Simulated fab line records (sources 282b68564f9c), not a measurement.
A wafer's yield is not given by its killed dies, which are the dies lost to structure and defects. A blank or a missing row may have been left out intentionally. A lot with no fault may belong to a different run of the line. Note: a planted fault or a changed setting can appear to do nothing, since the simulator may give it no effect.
fab line records | flow ritCmos
[record] lots = 5 | wafers = 15 | lastDay = 7
route steps=202 shown ACTIVE@7 FOX1@20 FOX2@23 NWELL@28 PWELL@39 M1@202
lots with no fault: from the same line, run without faults
startH: start of the lot's first displayed wafer, in hours after the record's first day | waitH: hours from the lot's prior step to this one | " repeats the value in the row above | L1.1+2: several wafers, shown together as one row | - value missing, or start not given | * or withheld: withheld | < > ~ a bound
route shown NAME@n: a module of which the file shows steps, and the number in the route of the first | usual: mean/standard deviation taken from wafers without a fault | same: alike in all rows | chamber/n: place in a boat | sites: per-site readings | _std_site: standard deviation across them | _edge_site: mean of outer sites minus mean of inner sites | radiusMm: for every site, how far away it sits from the centre of the wafer | mask NAME#n: copy n | behind: the tool/chamber that last shaped the wafer | hold: the reason the lot was held/the length of the hold in hours/how it ended | device: the transistor (n, p or np) that didn't switch | end of line: the same wafers' tests at the end of the route | a step given without rows: its recipe and nothing more | killed: the dies lost at the first sort to structure and to defects; this is not the yield of the wafer | map: a wafer's dies, marking killed ones x, the rest . and places with no die _
set.NAME: the setting as run; set.NAME@STEP: as run at that earlier step | model.NAME: the simulator's own value behind a step, which no gauge read
lots seen at some steps along the route; tables by step, rows by wafer
services: a tool's chamber out of use, with start hour (startH, from the record's first day; less than 0 if before it), hours out, and reason
[[steps]]
[step RIT_ACTIVE_COAT_06]
[recipe] resist = NOVOLAK | spinRpm = 3250 | resistThkNm = 1000
[step RIT_ACTIVE_SOFTBAKE_07]
[recipe] resist = NOVOLAK | tempC = 90 | timeS = 60
[step RIT_ACTIVE_EXPOSE_08]
[recipe] maskId = M1 | na = 0.6 | sourceShape = conventional | sigmaOuter = 0.6 | targetCdNm = 1400 | doseMj = 225
[step RIT_ACTIVE_PEB_09]
[recipe] resist = NOVOLAK | tempC = withheld | timeS = withheld
[step RIT_ACTIVE_DEVELOP_10]
[recipe] resist = NOVOLAK | developTimeS = 51 | devTempC = 23
[step RIT_ACTIVE_CD_MEAS_11]
[recipe] targetCdNm = 1400
[usual] cdNm = 1399.5/2.4
lot.wafer | tool     | chamber | startH | waitH | cdNm
L715.1    | cdSem-02 | -       | 24.44  | -     | 1405.3
L715.4    | "        | -       | "      | "     | 1403.1
L715.5    | "        | -       | "      | "     | 1404.4
L719.1    | cdSem-01 | -       | 44.61  | -     | 1399.3
L719.2    | "        | -       | "      | "     | 1399.6
L719.4    | "        | -       | "      | "     | 1399.6
L721.2    | cdSem-01 | -       | 54.58  | -     | 1400.9
L721.3    | "        | -       | "      | "     | 1401.7
L721.4    | "        | -       | "      | "     | 1404.3
L727.1    | cdSem-01 | -       | 84.44  | -     | 1401.7
L727.4    | "        | -       | "      | "     | 1399.6
L727.6    | "        | -       | "      | "     | 1400.1
L732.2    | cdSem-01 | -       | 111.30 | -     | 1399.5
L732.4    | "        | -       | "      | "     | 1398.5
L732.5    | "        | -       | "      | "     | 1399.0
[step RIT_ACTIVE_HARDBAKE_12]
[recipe] resist = NOVOLAK | tempC = 140 | timeS = 60
[step RIT_ACTIVE_ETCH_13]
[recipe] stopOn = SiO2 | chemistry = SF6 | target = Si3N4 | timeS = 210 | overEtchFrac = 0.4 | SF6_flow_sccm = 200 | pressureMtorr = 260 | rfW = 125 | targetDepthA = 2100
[usual] SF6_flow_sccm = 200.0/0.59 | drypumpMotorCurrentA = 5.9/0.62 | oesProductAu = 0.819/0.01 | throttleValvePct = 7.47/0.11
[same] overEtchFrac = 0.4
lot.wafer | tool       | chamber | startH | waitH | SF6_flow_sccm | drypumpMotorCurrentA | oesProductAu | rfHoursCounterH | throttleValvePct
L715.1    | rieDiel-04 | 3       | 24.71  | 0.1   | 200.0         | 6.8                  | 0.814        | 60              | 7.76
L715.4    | "          | 3       | "      | "     | 200.5         | 6.8                  | 0.809        | -               | 7.74
L715.5    | "          | 1       | "      | "     | 200.0         | 6.5                  | 0.814        | -               | 7.60
L719.1    | rieDiel-01 | 0       | 44.88  | 0.1   | 200.1         | 6.4                  | 0.833        | 5               | 7.34
L719.2    | "          | 1       | "      | "     | 199.5         | 6.3                  | 0.819        | 70              | 7.42
L719.4    | "          | 2       | "      | "     | 199.9         | 6.4                  | 0.831        | 6               | 7.45
L721.2    | rieDiel-04 | 3       | 54.83  | 0.1   | 198.6         | 6.7                  | 0.807        | 60              | 7.75
L721.3    | "          | 2       | "      | "     | 199.4         | 5.3                  | 0.811        | 106             | 7.42
L721.4    | "          | 1       | "      | "     | 199.7         | 6.5                  | 0.829        | 98              | 7.60
L727.1    | rieDiel-04 | 0       | 84.71  | 0.1   | 200.8         | 6.5                  | 0.830        | 108             | 7.56
L727.4    | "          | 3       | "      | "     | 199.4         | 6.7                  | 0.822        | 61              | 7.74
L727.6    | "          | 3       | "      | "     | 199.4         | 6.7                  | 0.821        | -               | 7.74
L732.2    | rieDiel-01 | 3       | 111.55 | 0.1   | 198.7         | 4.8                  | 0.811        | 82              | 7.30
L732.4    | "          | 1       | "      | "     | 200.4         | 6.3                  | 0.815        | 71              | 7.41
L732.5    | "          | 3       | "      | "     | 199.9         | 4.8                  | 0.818        | -               | 7.32
[step RIT_ACTIVE_STRIP_14]
[recipe] chemistry = O2 | timeS = 180 | resist = NOVOLAK | platenTempC = withheld | powerW = 500 | pressureMtorr = 4000 | o2FlowSccm = 4000
[usual] drypumpMotorCurrentA = 5.5/0.34
lot.wafer | tool           | chamber | startH | waitH | drypumpMotorCurrentA | rfHoursCounterH
L715.1    | plasmaAsher-04 | 0       | 24.84  | 0.1   | 5.7                  | 23
L715.4    | "              | 0       | "      | "     | 5.7                  | -
L715.5    | "              | 1       | "      | "     | 5.3                  | -
L719.1    | plasmaAsher-04 | 1       | 45.01  | 0.1   | 5.3                  | 25
L719.2    | "              | 0       | "      | "     | 5.7                  | 25
L719.4    | "              | 0       | "      | "     | 5.7                  | -
L721.2    | plasmaAsher-03 | 1       | 54.97  | 0.1   | 5.8                  | 41
L721.3    | "              | 1       | "      | "     | 5.8                  | -
L721.4    | "              | 0       | "      | "     | 5.0                  | -
L727.1    | plasmaAsher-04 | 0       | 84.84  | 0.1   | 5.8                  | 29
L727.4    | "              | 0       | "      | "     | 5.8                  | -
L727.6    | "              | 0       | "      | "     | 5.7                  | -
L732.2    | plasmaAsher-02 | 1       | 111.69 | 0.1   | 5.8                  | 47
L732.4    | "              | 1       | "      | "     | 5.8                  | -
L732.5    | "              | 1       | "      | "     | 5.8                  | -
[step RIT_ACTIVE_CD_MEAS_90]
[recipe] targetCdNm = 1400
[usual] cdNm = 1399.5/2.4
lot.wafer | tool     | chamber | startH | waitH | cdNm
L715.1    | cdSem-01 | -       | 25.02  | 0.1   | 1405.3
L715.4    | "        | -       | "      | "     | 1403.1
L715.5    | "        | -       | "      | "     | 1404.8
L719.1    | cdSem-02 | -       | 45.19  | 0.1   | 1399.8
L719.2    | "        | -       | "      | "     | 1399.3
L719.4    | "        | -       | "      | "     | 1399.8
L721.2    | cdSem-02 | -       | 55.16  | 0.1   | 1401.0
L721.3    | "        | -       | "      | "     | 1402.0
L721.4    | "        | -       | "      | "     | 1404.4
L727.1    | cdSem-02 | -       | 85.02  | 0.1   | 1401.5
L727.4    | "        | -       | "      | "     | 1399.6
L727.6    | "        | -       | "      | "     | 1400.3
L732.2    | cdSem-01 | -       | 111.88 | 0.1   | 1399.7
L732.4    | "        | -       | "      | "     | 1398.7
L732.5    | "        | -       | "      | "     | 1398.7
[step RIT_ACTIVE_CLEAN_15]
[recipe] chemistry = SC1 | mix = 3:3:50 | timeS = 600 | tempC = 75
[step RIT_ACTIVE_CLEAN_16]
[recipe] chemistry = dHF | dilution = 50:1 | timeS = 30
[step RIT_ACTIVE_CLEAN_17]
[recipe] chemistry = SC2 | mix = 3:3:50 | timeS = 600 | tempC = 75 | dry = n2Spin
[usual] bathHeatDutyPct = 16.0/1.7
lot.wafer | tool        | chamber | startH | waitH | bathHeatDutyPct
L715.1    | wetBench-04 | 0       | 25.33  | 0.0   | 14.1
L715.4    | "           | 0       | "      | "     | 15.9
L715.5    | "           | 0       | "      | "     | 14.8
L719.1    | wetBench-02 | 0       | 45.50  | 0.0   | 13.2
L719.2    | "           | 0       | "      | "     | 13.0
L719.4    | "           | 0       | "      | "     | 15.3
L721.2    | wetBench-04 | 2       | 55.46  | 0.0   | 15.9
L721.3    | "           | 2       | "      | "     | 15.1
L721.4    | "           | 2       | "      | "     | 14.0
L727.1    | wetBench-02 | 2       | 85.33  | 0.0   | 16.5
L727.4    | "           | 2       | "      | "     | 16.6
L727.6    | "           | 2       | "      | "     | 16.3
L732.2    | wetBench-03 | 3       | 112.18 | 0.0   | 17.4
L732.4    | "           | 3       | "      | "     | 17.1
L732.5    | "           | 3       | "      | "     | 18.0
[step RIT_FOX1_OXIDATION_00]
[recipe] tempC = 1100 | ambient = H2O | targetThkA = 3507 | pH2oTorr = 720 | oxTimeS = 1130
[step RIT_FOX1_THK_MEAS_01]
[recipe] reads = SiO2_of_FOX1_OXIDATION_00
[usual] FOX1_OXIDE_THK = 347/5.7
lot.wafer | tool         | chamber | startH | waitH | FOX1_OXIDE_THK[nm]
L715.1    | filmMetro-03 | -       | 26.82  | 0.0   | 344
L715.4    | "            | -       | "      | "     | 341
L715.5    | "            | -       | "      | "     | 342
L719.1    | filmMetro-01 | -       | 46.99  | 0.0   | 355
L719.2    | "            | -       | "      | "     | 350
L719.4    | "            | -       | "      | "     | 356
L721.2    | filmMetro-03 | -       | 57.81  | 0.0   | 342
L721.3    | "            | -       | "      | "     | 347
L721.4    | "            | -       | "      | "     | 342
L727.1    | filmMetro-04 | -       | 86.82  | 0.0   | 342
L727.4    | "            | -       | "      | "     | 341
L727.6    | "            | -       | "      | "     | 334
L732.2    | filmMetro-04 | -       | 113.67 | 0.0   | 344
L732.4    | "            | -       | "      | "     | 348
L732.5    | "            | -       | "      | "     | 350
[step RIT_FOX1_WET_ETCH_02]
[recipe] chemistry = BOE | targetDepthNm = 350 | timeS = 390 | tempC = 21.5 | dry = n2Spin | dilution = 10:1 | target = SiO2
[step RIT_FOX2_OXIDATION_00]
[recipe] tempC = 1100 | ambient = H2O | targetThkA = 3507 | pH2oTorr = 720 | oxTimeS = 1130
[step RIT_FOX2_THK_MEAS_01]
[recipe] reads = SiO2_of_FOX2_OXIDATION_00
[usual] FOX2_OXIDE_THK = 350/5.9
lot.wafer | tool         | chamber | startH | waitH | FOX2_OXIDE_THK[nm]
L715.1    | filmMetro-04 | -       | 28.37  | 0.0   | 357
L715.4    | "            | -       | "      | "     | 352
L715.5    | "            | -       | "      | "     | 351
L719.1    | filmMetro-04 | -       | 48.48  | 0.0   | 346
L719.2    | "            | -       | "      | "     | 345
L719.4    | "            | -       | "      | "     | 345
L721.2    | filmMetro-03 | -       | 59.95  | 0.0   | 355
L721.3    | "            | -       | "      | "     | 353
L721.4    | "            | -       | "      | "     | 355
L727.1    | filmMetro-02 | -       | 88.31  | 0.0   | 352
L727.4    | "            | -       | "      | "     | 345
L727.6    | "            | -       | "      | "     | 346
L732.2    | filmMetro-02 | -       | 115.18 | 0.0   | 339
L732.4    | "            | -       | "      | "     | 338
L732.5    | "            | -       | "      | "     | 341
[step RIT_FOX2_CLEAN_02]
[recipe] chemistry = dHF | dilution = 50:1 | timeS = 173
[step RIT_FOX2_WET_ETCH_03]
[recipe] chemistry = H3PO4 | target = Si3N4 | targetDepthNm = 195 | tempC = 165 | timeS = 2700
[step RIT_FOX2_THK_MEAS_90]
[recipe] reads = SiO2_of_FOX2_OXIDATION_00
[usual] FIELD_OXIDE_LEFT_1_THK = 323/5.9
lot.wafer | tool         | chamber | startH | waitH | FIELD_OXIDE_LEFT_1_THK[nm]
L715.1    | filmMetro-04 | -       | 29.25  | 0.0   | 331
L715.4    | "            | -       | "      | "     | 326
L715.5    | "            | -       | "      | "     | 325
L719.1    | filmMetro-03 | -       | 49.36  | 0.0   | 319
L719.2    | "            | -       | "      | "     | 318
L719.4    | "            | -       | "      | "     | 318
L721.2    | filmMetro-02 | -       | 60.83  | 0.0   | 328
L721.3    | "            | -       | "      | "     | 326
L721.4    | "            | -       | "      | "     | 328
L727.1    | filmMetro-04 | -       | 89.19  | 0.0   | 325
L727.4    | "            | -       | "      | "     | 318
L727.6    | "            | -       | "      | "     | 319
L732.2    | filmMetro-04 | -       | 116.06 | 0.0   | 312
L732.4    | "            | -       | "      | "     | 311
L732.5    | "            | -       | "      | "     | 314
[step RIT_NWELL_HMDS_00]
[recipe] primeTimeS = 60 | primeTempC = 140
[step RIT_NWELL_COAT_01]
[recipe] resist = NOVOLAK | spinRpm = 2000 | resistThkNm = 1300
[step RIT_NWELL_SOFTBAKE_02]
[recipe] resist = NOVOLAK | tempC = 90 | timeS = 60
[step RIT_NWELL_EXPOSE_03]
[recipe] maskId = M2 | na = 0.57 | targetCdNm = 43900 | doseMj = 250
[step RIT_NWELL_PEB_04]
[recipe] resist = NOVOLAK | tempC = withheld | timeS = withheld
[step RIT_NWELL_DEVELOP_05]
[recipe] resist = NOVOLAK | developTimeS = 64.78 | devTempC = 23
[step RIT_NWELL_OVL_MEAS_06]
[usual] NWELL_OVL = -0.6/1.1
lot.wafer | tool       | chamber | startH | waitH | NWELL_OVL[nm]
L715.1    | overlay-02 | -       | 30.34  | -     | 1.4
L715.4    | "          | -       | "      | "     | 1.5
L715.5    | "          | -       | "      | "     | 0.4
L719.1    | overlay-01 | -       | 50.43  | -     | -1.3
L719.2    | "          | -       | "      | "     | -1.9
L719.4    | "          | -       | "      | "     | -0.6
L721.2    | overlay-02 | -       | 61.85  | -     | -2.9
L721.3    | "          | -       | "      | "     | -1.0
L721.4    | "          | -       | "      | "     | -2.0
L727.1    | overlay-01 | -       | 90.29  | -     | -2.5
L727.4    | "          | -       | "      | "     | -0.9
L727.6    | "          | -       | "      | "     | -0.7
L732.2    | overlay-01 | -       | 117.12 | -     | 0.7
L732.4    | "          | -       | "      | "     | -0.2
L732.5    | "          | -       | "      | "     | -0.6
[step RIT_NWELL_HARDBAKE_07]
[recipe] resist = NOVOLAK | tempC = 140 | timeS = 120
[step RIT_NWELL_IMPLANT_08]
[recipe] species = P | energyKev = 170 | doseCm2 = 5e+13 | tiltDeg = 7
[step RIT_NWELL_STRIP_09]
[recipe] chemistry = O2 | timeS = 180 | resist = NOVOLAK | platenTempC = withheld | powerW = 500 | pressureMtorr = 4000 | o2FlowSccm = 4000
[usual] drypumpMotorCurrentA = 5.7/0.33
lot.wafer | tool           | chamber | startH | waitH | drypumpMotorCurrentA | rfHoursCounterH
L715.1    | plasmaAsher-04 | 0       | 30.78  | 0.1   | 5.7                  | 24
L715.4    | "              | 1       | "      | "     | 5.3                  | -
L715.5    | "              | 1       | "      | "     | 5.3                  | -
L719.1    | plasmaAsher-01 | 0       | 50.86  | 0.1   | 5.3                  | 40
L719.2    | "              | 1       | "      | "     | 6.2                  | 40
L719.4    | "              | 1       | "      | "     | 6.2                  | -
L721.2    | plasmaAsher-02 | 1       | 62.28  | 0.1   | 5.7                  | 41
L721.3    | "              | 1       | "      | "     | 5.7                  | -
L721.4    | "              | 0       | "      | "     | 6.0                  | -
L727.1    | plasmaAsher-01 | 0       | 90.73  | 0.1   | 5.3                  | 44
L727.4    | "              | 1       | "      | "     | 6.2                  | -
L727.6    | "              | 0       | "      | "     | 5.3                  | -
L732.2    | plasmaAsher-02 | 1       | 117.55 | 0.1   | 5.7                  | 48
L732.4    | "              | 0       | "      | "     | 5.9                  | -
L732.5    | "              | 1       | "      | "     | 5.7                  | -
[step RIT_NWELL_TW_MEAS_10]
[usual] NWELL_TW = 2150/17
lot.wafer | tool         | chamber | startH | waitH | NWELL_TW
L715.1    | filmMetro-03 | -       | 30.95  | 0.1   | 2129
L715.4    | "            | -       | "      | "     | 2127
L715.5    | "            | -       | "      | "     | 2130
L719.1    | filmMetro-03 | -       | 51.04  | 0.1   | 2138
L719.2    | "            | -       | "      | "     | 2155
L719.4    | "            | -       | "      | "     | 2144
L721.2    | filmMetro-03 | -       | 62.46  | 0.1   | 2151
L721.3    | "            | -       | "      | "     | 2140
L721.4    | "            | -       | "      | "     | 2148
L727.1    | filmMetro-01 | -       | 90.91  | 0.1   | 2165
L727.4    | "            | -       | "      | "     | 2181
L727.6    | "            | -       | "      | "     | 2172
L732.2    | filmMetro-01 | -       | 117.73 | 0.1   | 2156
L732.4    | "            | -       | "      | "     | 2177
L732.5    | "            | -       | "      | "     | 2150
[step RIT_PWELL_HMDS_00]
[recipe] primeTimeS = 60 | primeTempC = 140
[step RIT_PWELL_COAT_01]
[recipe] resist = NOVOLAK | spinRpm = 2000 | resistThkNm = 1300
[step RIT_PWELL_SOFTBAKE_02]
[recipe] resist = NOVOLAK | tempC = 90 | timeS = 60
[step RIT_PWELL_EXPOSE_03]
[recipe] maskId = M3 | na = 0.57 | targetCdNm = 43700 | doseMj = 250
[step RIT_PWELL_PEB_04]
[recipe] resist = NOVOLAK | tempC = withheld | timeS = withheld
[step RIT_PWELL_DEVELOP_05]
[recipe] resist = NOVOLAK | developTimeS = 68 | devTempC = 23
[step RIT_PWELL_OVL_MEAS_06]
[usual] PWELL_OVL = -0.2/1.4
lot.wafer | tool       | chamber | startH | waitH | PWELL_OVL[nm]
L715.1    | overlay-01 | -       | 32.02  | -     | -2.6
L715.4    | "          | -       | "      | "     | -2.7
L715.5    | "          | -       | "      | "     | -2.2
L719.1    | overlay-01 | -       | 52.12  | -     | -0.7
L719.2    | "          | -       | "      | "     | 1.1
L719.4    | "          | -       | "      | "     | 0.0
L721.2    | overlay-01 | -       | 63.40  | -     | 0.8
L721.3    | "          | -       | "      | "     | 1.6
L721.4    | "          | -       | "      | "     | -0.1
L727.1    | overlay-02 | -       | 91.85  | -     | -1.0
L727.4    | "          | -       | "      | "     | 0.9
L727.6    | "          | -       | "      | "     | -1.2
L732.2    | overlay-02 | -       | 118.67 | -     | -2.7
L732.4    | "          | -       | "      | "     | -3.1
L732.5    | "          | -       | "      | "     | -2.1
[step RIT_PWELL_HARDBAKE_07]
[recipe] resist = NOVOLAK | tempC = 140 | timeS = 120
[step RIT_PWELL_IMPLANT_08]
[recipe] species = B | energyKev = 170 | doseCm2 = 7e+13 | tiltDeg = 7
[step RIT_PWELL_STRIP_09]
[recipe] chemistry = O2 | timeS = 180 | resist = NOVOLAK | platenTempC = withheld | powerW = 500 | pressureMtorr = 4000 | o2FlowSccm = 4000
[usual] drypumpMotorCurrentA = 5.6/0.44
lot.wafer | tool           | chamber | startH | waitH | drypumpMotorCurrentA | rfHoursCounterH
L715.1    | plasmaAsher-01 | 0       | 32.56  | 0.1   | 5.3                  | 38
L715.4    | "              | 1       | "      | "     | 6.2                  | -
L715.5    | "              | 1       | "      | "     | 6.2                  | -
L719.1    | plasmaAsher-01 | 0       | 52.56  | 0.1   | 5.3                  | 41
L719.2    | "              | 1       | "      | "     | 6.2                  | 41
L719.4    | "              | 1       | "      | "     | 6.2                  | -
L721.2    | plasmaAsher-01 | 0       | 63.83  | 0.1   | 5.3                  | 42
L721.3    | "              | 1       | "      | "     | 6.2                  | -
L721.4    | "              | 0       | "      | "     | 5.3                  | -
L727.1    | plasmaAsher-01 | 1       | 92.28  | 0.1   | 6.2                  | 44
L727.4    | "              | 0       | "      | "     | 5.3                  | -
L727.6    | "              | 0       | "      | "     | 5.3                  | -
L732.2    | plasmaAsher-04 | 0       | 119.10 | 0.1   | 5.7                  | 33
L732.4    | "              | 0       | "      | "     | 5.7                  | -
L732.5    | "              | 0       | "      | "     | 5.7                  | -
[step RIT_M1_PROBE_99]
[usual] killedAtContacts = 0.1/0.34 | killedAtFrontEnd = 7/3 | killedDies = 7/3.1 | killedOpen = 3.4/1.9 | killedShort = 3.4/2.1
[same] grossDies = 264 | killed_at_M0_to_M3 = 0 | killed_at_M4_up = 0 | killedAtBackSide = 0 | killedAtOther = 0
lot.wafer | tool      | chamber | startH | waitH | killedAtContacts | killedAtFrontEnd | killedDies | killedOpen | killedShort
L715.1    | prober-02 | -       | 68.57  | 0.1   | 1                | 5                | 6          | 2          | 4
L715.4    | prober-02 | -       | 68.72  | 0.2   | 0                | 10               | 10         | 7          | 3
L715.5    | prober-02 | -       | 68.77  | 0.2   | 0                | 12               | 12         | 6          | 6
L719.1    | prober-02 | -       | 89.27  | 0.1   | 0                | 9                | 9          | 2          | 7
L719.2    | prober-02 | -       | 89.32  | 0.1   | 0                | 6                | 6          | 4          | 2
L719.4    | prober-02 | -       | 89.42  | 0.2   | 0                | 9                | 9          | 3          | 6
L721.2    | prober-02 | -       | 98.65  | 0.1   | 0                | 16               | 16         | 4          | 12
L721.3    | prober-02 | -       | 98.70  | 0.2   | 0                | 6                | 6          | 3          | 3
L721.4    | prober-02 | -       | 98.75  | 0.2   | 1                | 10               | 11         | 6          | 5
L727.1    | prober-02 | -       | 129.86 | 0.1   | 0                | 41               | 41         | 4          | 6
L727.4    | prober-02 | -       | 130.01 | 0.2   | 0                | 36               | 36         | 5          | 3
L727.6    | prober-02 | -       | 130.11 | 0.2   | 1                | 37               | 38         | 5          | 4
L732.2    | prober-02 | -       | 156.08 | 0.1   | 0                | 3                | 3          | 1          | 2
L732.4    | prober-02 | -       | 156.18 | 0.2   | 0                | 8                | 8          | 4          | 4
L732.5    | prober-02 | -       | 156.23 | 0.2   | 0                | 10               | 10         | 5          | 5
// killed by level:class
L715.1 GATE:geometricParticle:short=3 FOX1:geometricParticle:open=1 SILICIDE:geometricParticle:short=1 CONTACT:geometricParticle:open=1
L715.4 FOX1:geometricParticle:open=3 GATE:geometricParticle:open=2 SPACER:geometricParticle:open=2 FOX1:geometricParticle:short=1 GATE:geometricParticle:short=1 SPACER:geometricParticle:short=1
L715.5 GATE:geometricParticle:open=6 FOX1:geometricParticle:short=2 GATE:geometricParticle:short=2 SILICIDE:geometricParticle:short=2
L719.1 GATE:geometricParticle:short=3 FOX1:geometricParticle:short=2 FOX1:geometricParticle:open=1 GATE:geometricParticle:open=1 REOX:geometricParticle:short=1 SILICIDE:geometricParticle:short=1
L719.2 SPACER:geometricParticle:open=2 REOX:geometricParticle:short=1 REOX:geometricParticle:open=1 SPACER:geometricParticle:short=1 SILICIDE:geometricParticle:open=1
L719.4 FOX1:geometricParticle:short=3 FOX1:geometricParticle:open=2 FOX2:geometricParticle:short=1 GATE:geometricParticle:short=1 SPACER:geometricParticle:short=1 SILICIDE:geometricParticle:open=1
L721.2 GATE:geometricParticle:short=5 FOX1:geometricParticle:short=2 REOX:geometricParticle:short=2 GATE:geometricParticle:open=2 SPACER:geometricParticle:short=2 FOX1:geometricParticle:open=1 FOX2:geometricParticle:open=1 FOX2:geometricParticle:short=1
L721.3 GATE:geometricParticle:open=2 SPACER:geometricParticle:short=2 GATE:geometricParticle:short=1 SILICIDE:geometricParticle:open=1
L721.4 GATE:geometricParticle:short=4 SPACER:geometricParticle:open=4 GATE:geometricParticle:open=1 REOX:geometricParticle:open=1 CONTACT:geometricParticle:short=1
L727.1 ACTIVE:unspecified=31 GATE:geometricParticle:open=3 FOX1:geometricParticle:short=2 FOX2:geometricParticle:short=2 SILICIDE:geometricParticle:short=2 SPACER:geometricParticle:open=1
L727.4 ACTIVE:unspecified=27 GATE:geometricParticle:open=2 FOX1:geometricParticle:open=1 FOX2:geometricParticle:open=1 GATE:geometricParticle:short=1 REOX:geometricParticle:short=1 SILICIDE:geometricParticle:short=1 SILICIDE:geometricParticle:open=1
L727.6 ACTIVE:unspecified=29 GATE:geometricParticle:open=2 FOX1:geometricParticle:short=1 FOX2:geometricParticle:open=1 FOX2:geometricParticle:short=1 REOX:geometricParticle:open=1 SILICIDE:geometricParticle:open=1 SILICIDE:geometricParticle:short=1
L732.2 GATE:geometricParticle:short=2 SILICIDE:geometricParticle:open=1
L732.4 GATE:geometricParticle:short=4 GATE:geometricParticle:open=2 SPACER:geometricParticle:open=2
L732.5 GATE:geometricParticle:short=2 SPACER:geometricParticle:open=2 FOX1:geometricParticle:short=1 FOX1:geometricParticle:open=1 FOX2:geometricParticle:open=1 GATE:geometricParticle:open=1 REOX:geometricParticle:short=1 SPACER:geometricParticle:short=1
// map L727.1 (x killed, . not)
________......._______
_____.............____
____.....x.........___
___......xxxxx......__
__......xxxxxx......._
__......xxxxxx......._
_....xx.xxxxxxx.......
_x.......xxxxx.....x..
_.x.......xx..........
_....................x
__..................._
__.x................._
___.................__
____...............___
_____............x____
________...x..._______
// map L719.1 (x killed, . not)
________......._______
_____.............____
____........x......___
___.................__
__..................._
__...x..............._
_...x.................
_..x.....x............
_........x...x........
_....x................
__..................._
__..................._
___.................__
____.............x.___
_____.............____
________......._______
[[services]]
tool           | chamber | startH | hours | kind
rieDiel-04     | 3       | 6.10   | 3.4   | repair
rieDiel-01     | 2       | 12.85  | 1.7   | repair
rieDiel-04     | 0       | 24.03  | 4.2   | repair
plasmaAsher-02 | -       | 30.99  | 2.8   | pm
wetBench-03    | -       | 72.83  | 1.5   | repair
rieDiel-04     | 1       | 74.75  | 5.0   | repair
wetBench-03    | -       | 88.86  | 2.9   | repair
plasmaAsher-01 | -       | 108.75 | 9.0   | pm
plasmaAsher-01 | 0       | 108.75 | 9.0   | ventCycle
plasmaAsher-01 | 1       | 108.75 | 9.0   | ventCycle
plasmaAsher-01 | 0       | 117.75 | -     | clean
plasmaAsher-01 | 1       | 117.75 | -     | clean
[[key]]
[firstSign] step = RIT_M1_PROBE_99 | reading = killedAtFrontEnd | direction = up | sigmas = 10 | usual = 7 | struck = 38
[effect] step = RIT_M1_PROBE_99 | reading = killedDies | direction = up | sigmas = 10 | usual = 7 | struck = 38
metAt RIT_ACTIVE_CLEAN_17
struckWafers L727.1,L727.4,L727.6
testerLeftOut L727
alsoFits RIT_ACTIVE_ETCH_13:rieDiel-04,RIT_ACTIVE_STRIP_14:plasmaAsher-04,RIT_NWELL_STRIP_09:plasmaAsher-01,RIT_PWELL_STRIP_09:plasmaAsher-01
[fault] kind = chamberParticleSource | tool = wetBench-02 | chamber = 2 | onsetH = 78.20 | steps = RIT_ACTIVE_CLEAN_17 | ratePerVisitCm2 = 0.6092 | endH = 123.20
// testerLeftOut: of these lots the tester's yield and bins aren't shown, on N5 and GAA mostly nor the transistor test; their killed dies are dies lost to structure and defects alone, not to doping, threshold or leakage, so they don't give the yield
